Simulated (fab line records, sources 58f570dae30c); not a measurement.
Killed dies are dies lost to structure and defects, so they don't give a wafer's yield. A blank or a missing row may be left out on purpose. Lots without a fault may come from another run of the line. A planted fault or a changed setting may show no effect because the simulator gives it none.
A struck lot beside a sound one | flow berkeley_cmos170 | 15 steps out of a route of 331
Sound: wafers L306.2, L306.3, L306.6. Struck: wafers L318.3, L318.5, L318.6. The cause comes at the end.
At each step with rows: each side's tool, then ch and its chambers, then its first start. Under that, the readings that differ: sound wafers | struck wafers | difference of the means | sigmas: that difference in standard deviations of wafers without a fault.
alike: readings whose means differ by less than 2 such deviations, and words and numbers that are the same on both sides. not compared: withheld readings, readings that some wafer has no value for, bounds like >300 that may hide the same value, and numbers for which the record gives no deviation and whose values overlap.
The two part at a step that has a row with sigmas, a row that says differs or no value, or rows on one side only. Numbers that don't overlap but have no deviation are shown without sigmas and don't part them. A reading that every wafer of one side lacks parts them only if that side has two wafers or more.

first, 2 steps without rows for these wafers: UCB170_GATE_ANNEAL_03 (time 1800 s); UCB170_GATE_CVD_04 (deposits poly-Si from SiH4, time 1440 s, target thk 214 nm).
UCB170_GATE_THK_MEAS_05:
  sound on film_metro-03, day 6 19:21; struck on film_metro-04, day 9 23:16
  alike: GATE_POLY_THK
then, 6 steps without rows for these wafers: UCB170_GATE_COAT_06; UCB170_GATE_COAT_07 (resist thk 900 nm); UCB170_GATE_SOFTBAKE_08 (time 60 s); UCB170_GATE_EXPOSE_09 (exposes mask POLY, target cd 350 nm); UCB170_GATE_PEB_10; UCB170_GATE_DEVELOP_11 (develop time 45 s).
UCB170_GATE_CD_MEAS_12: target cd 350 nm.
  sound on cd_sem-01, day 6 20:53; struck on cd_sem-02, day 10 00:35
  alike: cd_nm
UCB170_GATE_OVL_MEAS_13:
  sound on overlay-02, day 6 20:59; struck on overlay-01, day 10 00:41
  reading       | sound   | struck   | difference | sigmas
  GATE_OVL (nm) | 13 4 13 | -1 -3 -1 | -12        | -2
UCB170_GATE_ETCH_14: etches BARC in N2/H2.
  sound on rie_diel-02 ch 1,2, day 6 21:01; struck on rie_diel-01 ch 2,3, day 10 00:42
  alike: drypump_motor_current_A, oes_product_au, throttle_valve_pct
UCB170_GATE_ETCH_15: etches poly-Si in HBr/Cl2, stops on SiO2, time 56.3 s, target depth 278.2 nm.
  sound on rie_si-02 ch 0,2, day 6 21:04; struck on rie_si-02 ch 0,3, day 10 00:45
  reading                               | sound             | struck            | difference | sigmas
  oes_product_au (a.u.)                 | 0.854 0.823 0.813 | 0.930 0.931 0.933 | +0.101     | +6
  over_etch_frac                        | 0.3 0.3 0.3       | 0.06 0.06 0.06    | -0.24      |
  model.KrF_of_GATE_COAT_07.thk_nm (nm) | 772.9 774.5 777.6 | 795.1 793.9 793.3 | +19.1      |
  alike: drypump_motor_current_A, throttle_valve_pct
  not compared: rf_hours_counter_h
UCB170_GATE_STRIP_16: strips in O2.
  sound on plasma_asher-03 ch 0,1, day 6 21:06; struck on plasma_asher-03 ch 0,1, day 10 00:50
  alike: drypump_motor_current_A, oes_product_au
  not compared: rf_hours_counter_h
UCB170_M3_PROBE_99:
  sound on prober-01, day 8 11:13; struck on prober-02, day 11 15:27
  reading                                          | sound                        | struck                        | difference | sigmas
  model.etest.pldd.rs_ohm_sq                       | 1120 1049 1128               | 1159 1133 1157                | +51        |
  model.etest.nldd.rs_ohm_sq                       | 768.6 780.8 776.3            | 786.3 784.1 787.5             | +10.7      |
  model.etest.poly_comb_over_steps.leak_log10_a_um | -12.7 -12.83 -12.73          | -4.634 -6.637 -5.535          | +7.151     |
  model.etest.antenna_poly.vt_shift_v (V)          | -0.006053 -0.01173 -0.009715 | -0.004302 -0.004746 -0.003469 | +0.004994  |

WHERE THEY PART
First at UCB170_GATE_OVL_MEAS_13; last, within this record, at UCB170_GATE_ETCH_15. Later steps at which nothing parts them and some readings are alike: UCB170_GATE_STRIP_16.

WHY: what the simulator had put in
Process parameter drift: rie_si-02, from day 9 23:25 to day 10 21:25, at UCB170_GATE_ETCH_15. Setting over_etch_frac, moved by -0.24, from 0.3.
